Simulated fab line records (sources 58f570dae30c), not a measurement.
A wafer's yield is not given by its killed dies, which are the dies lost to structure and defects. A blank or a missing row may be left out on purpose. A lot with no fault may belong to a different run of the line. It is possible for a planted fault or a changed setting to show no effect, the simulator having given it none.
Split-lot study    flow berkeley_cmos170    on a route of 331 steps: 5 lots, 23 wafers read

## ON THE SPLIT
At UCB170_V1_COAT_07 (resist thk 900 nm), the setting resist_thk_nm was moved away from the recipe's 900 nm on 7 of the 23 wafers read, by -3.5% to +3.2%. The other wafers ran this setting at the recipe's value.

Reading taken at the split's own step.

## THE READING
KrF_of_V1_COAT_07.thk_nm (the simulator's own value, which no gauge read), in nm, at UCB170_V1_COAT_07 (resist thk 900 nm). There is no usual value for it anywhere in the file. The 16 wafers here that ran the recipe average 900.8 nm, standard deviation 3.1 nm.

wafer   tool, chamber at the split  resist_thk_nm as run, nm  against the recipe  KrF_of_V1_COAT_07.thk_nm, nm  against lot-mates on the recipe
L074.1  litho_track-04, 0           900                       recipe              900.1                         -
L074.2  litho_track-04, 0           900                       recipe              901.1                         -
L074.3  litho_track-04, 0           900                       recipe              902.5                         -
L080.2  litho_track-04, 0           900                       recipe              899.3                         -
L080.3  litho_track-04, 0           868.8                     -3.5%               868.2                         -29.6
L080.4  litho_track-04, 0           900                       recipe              897.3                         -
L080.5  litho_track-04, 0           868.8                     -3.5%               869.8                         -28.0
L080.6  litho_track-04, 0           900                       recipe              896.7                         -
L076.1  litho_track-02, 0           928.7                     +3.2%               926.2                         +29.2
L076.2  litho_track-02, 0           928.7                     +3.2%               925.8                         +28.8
L076.3  litho_track-02, 0           900                       recipe              898                           -
L076.4  litho_track-02, 0           900                       recipe              896                           -
L076.5  litho_track-02, 0           900                       recipe              897.1                         -
L079.1  litho_track-03, 0           900                       recipe              901.9                         -
L079.2  litho_track-03, 0           900                       recipe              904.1                         -
L079.3  litho_track-03, 0           900                       recipe              905.3                         -
L079.4  litho_track-03, 0           900                       recipe              901.3                         -
L079.6  litho_track-03, 0           900                       recipe              902.2                         -
L081.1  litho_track-03, 0           924.2                     +2.7%               926                           +20.9
L081.2  litho_track-03, 0           900                       recipe              904.9                         -
L081.3  litho_track-03, 0           924.2                     +2.7%               927                           +21.9
L081.4  litho_track-03, 0           924.2                     +2.7%               924.6                         +19.5
L081.5  litho_track-03, 0           900                       recipe              905.3                         -

THE FIT
A straight line over all 23 wafers: KrF_of_V1_COAT_07.thk_nm changes by +8.85 nm for each +1% of resist_thk_nm; r = +0.98; the points scatter about the line by 2.9 nm.
The same after taking each lot's own level away (the mean of its wafers on the recipe; 23 wafers): +8.35 nm for each +1%; r = +1.00; scatter 1.4 nm.
That fit puts the effect of the largest move of resist_thk_nm on the reading at 29 nm.
The lots' own levels span 897.03 to 905.10 nm, that is 2.6 times the standard deviation above.
The two slopes agree, so the slope changes little with the lot-to-lot level.
Check: -28.7 nm against its lot-mates is what the line predicts for one of the wafers moved furthest among these (-3.5%) when that wafer is left out of the fit. Against them it came out at -29.6 nm.

## ADDITIONAL SPLITS CARRIED BY THESE WAFERS
Note: prior to the reading, these wafers also went through further splits. Each is held against what the fit with the lots' levels taken away leaves over:
other split on the same wafers    wafers away from the commonest value  r with KrF_of_V1_COAT_07.thk_nm (lot level and that fit taken away)
UCB170_CONTACT_PEB_13 peb_temp_c  8                                     +0.10
UCB170_M1_COAT_04 spin_rpm        9                                     -0.32

## THE WHOLE CHAIN: every reading that the file lists as answering this split, in the file's order
step                what it does       reading                                                                    change (the file's fit)               r (the file's)
UCB170_V1_COAT_07   resist thk 900 nm  KrF_of_V1_COAT_07.thk_nm (the simulator's own value, which no gauge read)  +8.43 nm for each +1% of the setting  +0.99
UCB170_V1_STRIP_15  strips in O2       strip_time_to_endpoint_s                                                   withheld for each +1% of the setting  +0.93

## FILE'S OWN FIT
KrF_of_V1_COAT_07.thk_nm changes by +8.43 nm for each +1% of resist_thk_nm, r = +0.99.
